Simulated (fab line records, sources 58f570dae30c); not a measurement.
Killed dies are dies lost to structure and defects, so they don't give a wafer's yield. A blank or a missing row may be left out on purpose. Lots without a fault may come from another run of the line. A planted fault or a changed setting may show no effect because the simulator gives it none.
Problem report in the 8D (eight disciplines) form, filled by code | flow berkeley_cmos170 | the parts of the form that need people (team, actions taken, sign-off) are left out

1. THE PROBLEM
prime_temp_c at UCB170_M2_HMDS_04 reads a mean of 102.72 C on 6 wafers of 2 lots; wafers without a fault read 100.03 C with a standard deviation of 0.12. That is +22 standard deviations from the usual mean.
The step: prime time 60 s.
First seen on wafer L149.2, day 9 06:40, on litho_track-02. The record holds 42 wafers of 14 lots with a number at this step. Rule for "out", or "out of limits": more than 4 standard deviations from the usual mean. The other wafers with a number count as sound.

2. WHAT IT IS AND WHAT IT IS NOT
question                    | is                     | is not
which readings at this step | prime_temp_c           | chill_plate_temp_C
which lots                  | L149, L151             | L139, L140, L141, L142, L144, L148, L154, L155, L156, L157, L158, L159
which wafers of those lots  | all that have a number | -
read on which tools         | litho_track-02         | litho_track-01, litho_track-03
when                        | from day 9 06:40       | up to then (18 sound wafers); but 18 sound wafers of L154, L155, L156, L157, L158, L159 came after

3. SUSPECTS, AND WHAT RULES EACH OUT
Counting: a tool at a process step up to the reading stays a suspect if it ran every lot that is out and no sound lot after the first of them.
- litho_track-02 at UCB170_M2_HMDS_04 (prime time 60 s): kept. It ran every lot that is out, first L149 (day 9 06:40), and no sound lot after that; its last sound lot up to then is L148 (day 9 06:12). Its own readings are out on those wafers: prime_temp_c.
Left after counting: litho_track-02 at UCB170_M2_HMDS_04.

4. THE CAUSE (what the simulator had put in)
Process parameter drift: litho_track-02, from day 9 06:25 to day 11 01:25, at UCB170_M2_HMDS_04. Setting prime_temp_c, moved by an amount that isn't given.
Counting left only this tool.

5. THE CHAIN OF EFFECTS, in route order
Each row: a reading whose mean over the struck wafers that have a number lies more than 3 standard deviations from the usual. Only readings for which the record gives a usual standard deviation are gone through. hours: the time from each lot's start at the first step in this table that gives one to its start at this step, as a median over the lots. sigmas: the change in usual standard deviations.
hours | step              | reading      | usual    | on struck wafers | change | sigmas
0     | UCB170_M2_HMDS_04 | prime_temp_c | 100.03 C | 102.72           | +2.69  | +22
The process steps in it:
- UCB170_M2_HMDS_04: prime time 60 s.
Later measuring or inspecting steps at which every struck wafer that the step has a row for has a number for every such reading, and none has moved that far: UCB170_M2_OVL_MEAS_16.

6. WHAT WOULD HAVE CAUGHT IT SOONER
In this record the first reading out of limits was taken at day 9 06:40, 0 hours after the fault began at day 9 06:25.
